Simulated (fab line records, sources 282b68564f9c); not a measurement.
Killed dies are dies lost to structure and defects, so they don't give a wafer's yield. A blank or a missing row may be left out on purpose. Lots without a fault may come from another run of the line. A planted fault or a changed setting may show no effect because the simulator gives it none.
Which tool did it? | flow rit_cmos | 7 lots, 21 wafers sampled, at 2 steps of a route of 202

WHAT THE GAUGES READ, wafer by wafer
RIT_NLDD_TW_MEAS_10.
lot  | measured    | on            | NLDD_TW
L893 | day 3 09:08 | film_metro-02 | 2505 2503 2507
L895 | day 3 15:20 | film_metro-02 | 2485 2492 2496
L899 | day 4 10:20 | film_metro-01 | 2470 2470 2470
L902 | day 5 01:29 | film_metro-02 | 2513 2508 2520
L908 | day 6 06:13 | film_metro-03 | 2727 2718 2731 2720 2739 2735
L911 | day 6 21:13 | film_metro-01 | 2482 2484 2476
L914 | day 7 13:10 | film_metro-01 | 2462 2459 2462

WHICH TOOL RAN EACH LOT (tool, then ch and the chambers of the sampled wafers, then the start)
lot  | RIT_NLDD_IMPLANT_08
L893 | implanter-01 ch 0, day 3 08:49
L895 | implanter-02 ch 0, day 3 15:02
L899 | implanter-02 ch 0, day 4 10:02
L902 | implanter-02 ch 0, day 5 01:11
L908 | implanter-02 ch 0, day 6 05:55
L911 | implanter-01 ch 0, day 6 20:53
L914 | implanter-03 ch 0, day 7 12:50
- RIT_NLDD_IMPLANT_08

THE ANSWER, worked out from the rows above alone
Rule: what is usual is taken from the lots themselves. Put in order of their means at a reading, lots are off if they are a third of the lots or fewer, leave a main group of 4 or more, and stand apart from it by a gap of 3 or more times the standard deviation of the main group's means; of several such gaps the widest counts. A main group whose means are all the same, to the digits that the tables above print for the reading, isn't used. A lot without any number at a reading at which 4 lots or more have one is off too. The other lots that the step has rows for count as sound.
Off: L908, at RIT_NLDD_TW_MEAS_10 (NLDD_TW). The main group: mean 2487, standard deviation 19.
A tool fits if, at a process step before that reading, it ran every lot that is off, and no sound lot after the first of them. The gauges at RIT_NLDD_TW_MEAS_10 are tried like those tools. Can't be told from this: 2 tools fit, implanter-02 at RIT_NLDD_IMPLANT_08, film_metro-03 at RIT_NLDD_TW_MEAS_10.

WHAT THE SIMULATOR HAD PUT IN
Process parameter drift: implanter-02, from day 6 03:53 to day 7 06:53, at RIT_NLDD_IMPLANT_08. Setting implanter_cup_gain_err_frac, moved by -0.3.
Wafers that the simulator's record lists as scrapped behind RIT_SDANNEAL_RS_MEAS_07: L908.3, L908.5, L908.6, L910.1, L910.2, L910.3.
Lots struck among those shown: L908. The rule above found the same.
